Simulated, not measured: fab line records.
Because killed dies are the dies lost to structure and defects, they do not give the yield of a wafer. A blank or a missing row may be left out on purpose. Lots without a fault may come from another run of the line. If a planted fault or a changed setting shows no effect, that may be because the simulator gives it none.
Which tool was responsible? | flow rit cmos | 14 lots with 42 wafers sampled at 6 steps, on a route of 202 steps

== WHAT EACH GAUGE READ, for each wafer ==
RIT_ACTIVE_THK_MEAS_02.
lot  | measured    | on            | ACTIVE_OXIDE_THK (nm)
L463 | day 1 17:03 | film metro-03 | 46.8 47.1 45.8
L464 | day 1 22:04 | film metro-03 | 46.8 46.4 46.4
L465 | day 2 03:03 | film metro-02 | 46.4 47.7 47.4
L466 | day 2 08:03 | film metro-01 | 45.8 46.1 45.9
L468 | day 2 18:03 | film metro-02 | 46.7 47.7 47.4
L469 | day 2 23:37 | film metro-01 | 48.0 47.8 47.0
L472 | day 3 14:04 | film metro-02 | 46.3 46.0 46.2
L473 | day 3 19:04 | film metro-02 | 46.3 45.6 47.1
L474 | day 4 00:04 | film metro-03 | 46.3 46.0 46.2
L475 | day 4 06:08 | film metro-01 | 46.8 47.0 47.7
L477 | day 4 15:23 | film metro-01 | 47.9 48.2 48.2
L478 | day 4 20:04 | film metro-03 | 46.2 45.7 46.3
L484 | day 6 02:04 | film metro-02 | 46.3 45.1 46.2
L485 | day 6 07:04 | film metro-02 | 45.6 45.3 45.6

RIT_NWELL_TW_MEAS_10.
lot  | measured    | on            | NWELL_TW
L463 | day 2 02:23 | film metro-04 | 2140 2128 2135
L464 | day 2 08:35 | film metro-03 | 2110 2101 2108
L465 | day 2 13:23 | film metro-04 | 2140 2135 2136
L466 | day 2 16:56 | film metro-03 | 2121 2112 2118
L468 | day 3 04:08 | film metro-04 | 2131 2132 2124
L469 | day 3 08:42 | film metro-04 | 2131 2131 2139
L472 | day 3 23:14 | film metro-01 | 2158 2166 2164
L473 | day 4 06:31 | film metro-01 | 2171 2169 2160
L474 | day 4 09:53 | film metro-04 | 2145 2131 2143
L475 | day 4 15:04 | film metro-01 | 1858 1858 1872
L477 | day 5 01:31 | film metro-03 | 2120 2119 2100
L478 | day 5 04:52 | film metro-03 | 1832 1823 1832
L484 | day 6 11:20 | film metro-01 | 2142 2152 2157
L485 | day 6 16:17 | film metro-01 | 2145 2134 2149

RIT_WELLDRIVE_RS_MEAS_01: uses a four-point probe to measure.
lot  | measured    | on            | NWELL_RS (ohm/sq)
L463 | day 2 09:13 | film metro-03 | 275.3 274.1 275.1
L464 | day 2 15:25 | film metro-01 | 275.2 275.5 275.5
L465 | day 2 20:07 | film metro-01 | 275.2 275.9 275.9
L466 | day 3 01:12 | film metro-01 | 274.8 275.5 275.1
L468 | day 3 11:07 | film metro-04 | 274.2 274.9 274.6
L469 | day 3 15:35 | film metro-04 | 275.8 275.8 275.0
L472 | day 4 06:04 | film metro-04 | 273.2 273.4 274.3
L473 | day 4 13:29 | film metro-01 | 274.2 275.7 274.8
L474 | day 4 17:37 | film metro-01 | 274.5 273.6 274.8
L475 | day 4 21:55 | film metro-01 | 367.9 368.2 364.7
L477 | day 5 08:24 | film metro-04 | 275.5 275.6 276.0
L478 | day 5 11:43 | film metro-01 | 365.4 365.3 364.5
L484 | day 6 18:02 | film metro-04 | 274.6 275.3 274.3
L485 | day 6 22:59 | film metro-03 | 274.7 275.4 275.2

RIT_NRETRO_TW_MEAS_10.
lot  | measured    | on            | NRETRO_TW
L463 | day 2 11:04 | film metro-01 | 1065 1059 1065
L464 | day 2 17:16 | film metro-01 | 1064 1062 1062
L465 | day 2 21:59 | film metro-02 | 1043 1041 1038
L466 | day 3 03:01 | film metro-02 | 1042 1042 1045
L468 | day 3 12:59 | film metro-03 | 1039 1035 1038
L469 | day 3 17:20 | film metro-01 | 1056 1057 1054
L472 | day 4 07:55 | film metro-01 | 1058 1061 1058
L473 | day 4 15:12 | film metro-02 | 1033 1040 1042
L474 | day 4 19:24 | film metro-03 | 1045 1049 1042
L475 | day 4 23:39 | film metro-02 | 1046 1041 1036
L477 | day 5 10:16 | film metro-02 | 1034 1037 1041
L478 | day 5 13:34 | film metro-02 | 1037 1043 1042
L484 | day 6 19:53 | film metro-02 | 1042 1046 1043
L485 | day 7 00:53 | film metro-03 | 1037 1040 1034

== TOOL THAT RAN EACH LOT (tool first, then ch and the chambers of the sampled wafers, then the start) ==
lot  | RIT_NWELL_IMPLANT_08           | RIT_PWELL_STRIP_09
L463 | implanter-04 ch 0, day 2 02:04 | plasma asher-04 ch 0,1, day 2 03:47
L464 | implanter-03 ch 0, day 2 08:16 | plasma asher-02 ch 0,1, day 2 10:04
L465 | implanter-01 ch 0, day 2 13:03 | plasma asher-04 ch 0,1, day 2 14:48
L466 | implanter-01 ch 0, day 2 16:37 | plasma asher-04 ch 0,1, day 2 18:19
L468 | implanter-01 ch 0, day 3 03:48 | plasma asher-04 ch 0,1, day 3 05:49
L469 | implanter-04 ch 0, day 3 08:23 | plasma asher-03 ch 0,1, day 3 10:15
L472 | implanter-03 ch 0, day 3 22:55 | plasma asher-03 ch 0,1, day 4 00:43
L473 | implanter-04 ch 0, day 4 06:13 | plasma asher-03 ch 0,1, day 4 08:11
L474 | implanter-04 ch 0, day 4 09:35 | plasma asher-03 ch 0,1, day 4 11:29
L475 | implanter-03 ch 0, day 4 14:44 | plasma asher-03 ch 0,1, day 4 16:34
L477 | implanter-04 ch 0, day 5 01:11 | plasma asher-02 ch 0,1, day 5 02:53
L478 | implanter-03 ch 0, day 5 04:34 | plasma asher-02 ch 0,1, day 5 06:14
L484 | implanter-01 ch 0, day 6 11:02 | plasma asher-02 ch 0,1, day 6 12:43
L485 | implanter-04 ch 0, day 6 15:58 | plasma asher-04 ch 0,1, day 6 17:39
- RIT_NWELL_IMPLANT_08
- RIT_PWELL_STRIP_09: strips in O2, time 180 s.

== WHAT THE TOOLS THEMSELVES READ (means of the sampled wafers that have a number; where no wafer has one, the mark that the record gives instead) ==
RIT_NWELL_IMPLANT_08.
lot  | tool         | dose ions cm2 | end station pressure torr (Torr) | faraday current uA
L463 | implanter-04 | 5e+13         | 5.34e-06                         | 157
L464 | implanter-03 | 5e+13         | 5.21e-06                         | 159
L465 | implanter-01 | 5e+13         | 4.89e-06                         | 159
L466 | implanter-01 | 5e+13         | 4.94e-06                         | 159
L468 | implanter-01 | 5e+13         | 5.36e-06                         | 157
L469 | implanter-04 | 5e+13         | 5.41e-06                         | 160
L472 | implanter-03 | 5e+13         | 4.94e-06                         | 161
L473 | implanter-04 | 5e+13         | 4.99e-06                         | 157
L474 | implanter-04 | 5e+13         | 5.21e-06                         | 158
L475 | implanter-03 | 3e+13         | 5.15e-06                         | 101
L477 | implanter-04 | 5e+13         | 5.15e-06                         | 160
L478 | implanter-03 | 3e+13         | 5.00e-06                         | 101
L484 | implanter-01 | 5e+13         | 5.09e-06                         | 162
L485 | implanter-04 | 5e+13         | 5.14e-06                         | 160

RIT_PWELL_STRIP_09.
lot  | tool            | chamber pressure mTorr (mTorr) | drypump motor current A (A)
L463 | plasma asher-04 | 4002                           | 5.6
L464 | plasma asher-02 | 3999                           | 5.4
L465 | plasma asher-04 | 3997                           | 5.6
L466 | plasma asher-04 | 3998                           | 5.7
L468 | plasma asher-04 | 4000                           | 5.6
L469 | plasma asher-03 | 4002                           | 5.4
L472 | plasma asher-03 | 4002                           | 5.4
L473 | plasma asher-03 | 3999                           | 5.4
L474 | plasma asher-03 | 4000                           | 5.4
L475 | plasma asher-03 | 3999                           | 5.4
L477 | plasma asher-02 | 3997                           | 5.4
L478 | plasma asher-02 | 3999                           | 5.5
L484 | plasma asher-02 | 4001                           | 5.6
L485 | plasma asher-04 | 4000                           | 5.6

== THE ANSWER, worked out from the rows above alone ==
Rule: the usual values come from the lots themselves. The widest of any qualifying gaps counts: lots, ordered by their means at a reading, are off when they make up no more than a third of the lots, leave a main group of 4 or more, and stand apart from it by 3 or more times the standard deviation of that group's means. A main group is skipped when, at the precision printed for the reading in the tables above, its means are all equal. A lot without any number at a reading at which 4 lots or more have one is off too. Where the step has rows for the other lots, those lots are counted as sound. After the gauges, taken in route order, come the tools' own readings; for these a lot's mean is taken, as printed above. The first step at which some lot is off is used, and at that step the reading that is off furthest; a lot without a number counts as furthest.
Off: L475, L478, seen at RIT_NWELL_TW_MEAS_10 (NWELL_TW). The main group: mean 2136, standard deviation 18.
A tool fits if, at a process step before that reading, it ran every lot that is off, and no sound lot after the first of them. The gauges at RIT_NWELL_TW_MEAS_10 aren't tried: what is off there is off at RIT_NWELL_IMPLANT_08 too, on other tools, and a gauge's error can't cause that. One candidate fits, namely implanter-03 at RIT_NWELL_IMPLANT_08. Its last sound lot is L472 (day 3 22:55), its first lot that is off L475 (day 4 14:44): a fault that began between those two fits.
The tool's own readings at RIT_NWELL_IMPLANT_08 bear it out: on the lots that are off they differ by more than 5 times the standard deviation of the sound lots' means. dose ions cm2 reads 3e+13 there against 5e+13 on the sound lots; faraday current uA reads 101 there against 159 on the sound lots.

== WHAT THE SIMULATOR HAD PUT IN ==
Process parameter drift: implanter-03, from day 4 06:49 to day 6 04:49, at RIT_NWELL_IMPLANT_08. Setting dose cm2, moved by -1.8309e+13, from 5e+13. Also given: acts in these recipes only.
Lots struck among those shown: L475, L478. The rule above reached the same finding.
